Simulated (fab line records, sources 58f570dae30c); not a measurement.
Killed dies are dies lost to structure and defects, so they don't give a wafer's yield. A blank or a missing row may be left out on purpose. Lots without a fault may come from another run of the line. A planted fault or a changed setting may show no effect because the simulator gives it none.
Split-lot experiment | flow berkeley_cmos170 | 5 lots, 23 wafers read, on a route of 331 steps

THE SPLIT
At UCB170_PWELL_STRIP_16 (strips in O2), the setting overash_fraction was moved away from the recipe's 0.5 on 5 of the 23 wafers read, by +11.1% to +14.9%. The other wafers ran this setting at the recipe's value.

The reading is taken at the split's own step.

THE READING
oes_product_au, in a.u., at UCB170_PWELL_STRIP_16 (strips in O2). Fault-free wafers of this fab line usually give 0.721 a.u., standard deviation 0.005 a.u..

wafer  | tool, chamber at the split | overash_fraction as run | against the recipe | oes_product_au, a.u. | against lot-mates on the recipe
L075.1 | plasma_asher-04, 0         | 0.5                     | recipe             | 0.713                | -
L075.3 | plasma_asher-04, 0         | 0.5                     | recipe             | 0.722                | -
L075.6 | plasma_asher-04, 0         | 0.5                     | recipe             | 0.722                | -
L077.1 | plasma_asher-04, 1         | 0.5                     | recipe             | 0.724                | -
L077.2 | plasma_asher-04, 0         | 0.5                     | recipe             | 0.720                | -
L077.4 | plasma_asher-04, 0         | 0.5                     | recipe             | 0.726                | -
L077.5 | plasma_asher-04, 0         | 0.5                     | recipe             | 0.725                | -
L077.6 | plasma_asher-04, 1         | 0.5                     | recipe             | 0.719                | -
L080.1 | plasma_asher-01, 1         | 0.5                     | recipe             | 0.722                | -
L080.3 | plasma_asher-01, 0         | 0.5                     | recipe             | 0.725                | -
L080.4 | plasma_asher-01, 1         | 0.5                     | recipe             | 0.721                | -
L080.5 | plasma_asher-01, 1         | 0.5                     | recipe             | 0.727                | -
L080.6 | plasma_asher-01, 0         | 0.5                     | recipe             | 0.725                | -
L082.1 | plasma_asher-04, 1         | 0.5                     | recipe             | 0.718                | -
L082.2 | plasma_asher-04, 0         | 0.5744                  | +14.9%             | 0.693                | -0.024
L082.3 | plasma_asher-04, 0         | 0.5                     | recipe             | 0.713                | -
L082.5 | plasma_asher-04, 0         | 0.5744                  | +14.9%             | 0.701                | -0.016
L082.6 | plasma_asher-04, 1         | 0.5                     | recipe             | 0.721                | -
L084.1 | plasma_asher-01, 0         | 0.5554                  | +11.1%             | 0.699                | -0.023
L084.2 | plasma_asher-01, 1         | 0.5                     | recipe             | 0.722                | -
L084.4 | plasma_asher-01, 1         | 0.5                     | recipe             | 0.723                | -
L084.5 | plasma_asher-01, 0         | 0.5554                  | +11.1%             | 0.708                | -0.014
L084.6 | plasma_asher-01, 1         | 0.5554                  | +11.1%             | 0.706                | -0.016

THE FIT
A straight line over all 23 wafers: oes_product_au changes by -0.00161 a.u. for each +1% of overash_fraction; r = -0.91; the points scatter about the line by 0.004 a.u..
The same after taking each lot's own level away (the mean of its wafers on the recipe; 23 wafers): -0.00149 a.u. for each +1%; r = -0.92; scatter 0.0034 a.u..
On that fit, the largest move of overash_fraction shifts the reading by 0.022 a.u..
The lots' own levels span 0.7173 to 0.7240 a.u., that is 1.3 times the standard deviation above.
So the lot-to-lot level changes the slope little: the two slopes agree.
Check: with one of the wafers moved furthest among these (+14.9%) left out of the fit, the line predicts -0.0213 a.u. for it against its lot-mates. It came out at -0.0243 a.u. against them.
Tool readings at the split's step, against how far the setting was moved: oes_product_au r = -0.91.

OTHER SPLITS ON THESE WAFERS
These wafers also went through other splits before the reading. Each is held against what the fit with the lots' levels taken away leaves over:
other split on the same wafers      | wafers away from the commonest value | r with oes_product_au (lot level and that fit taken away)
UCB170_START_OXIDATION_02 temp_c    | 15                                   | +0.10
UCB170_PWELL_OXIDATION_02 ox_time_s | 10                                   | +0.07

THE FILE'S OWN FIT
oes_product_au changes by -0.00145 a.u. for each +1% of overash_fraction, r = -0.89.
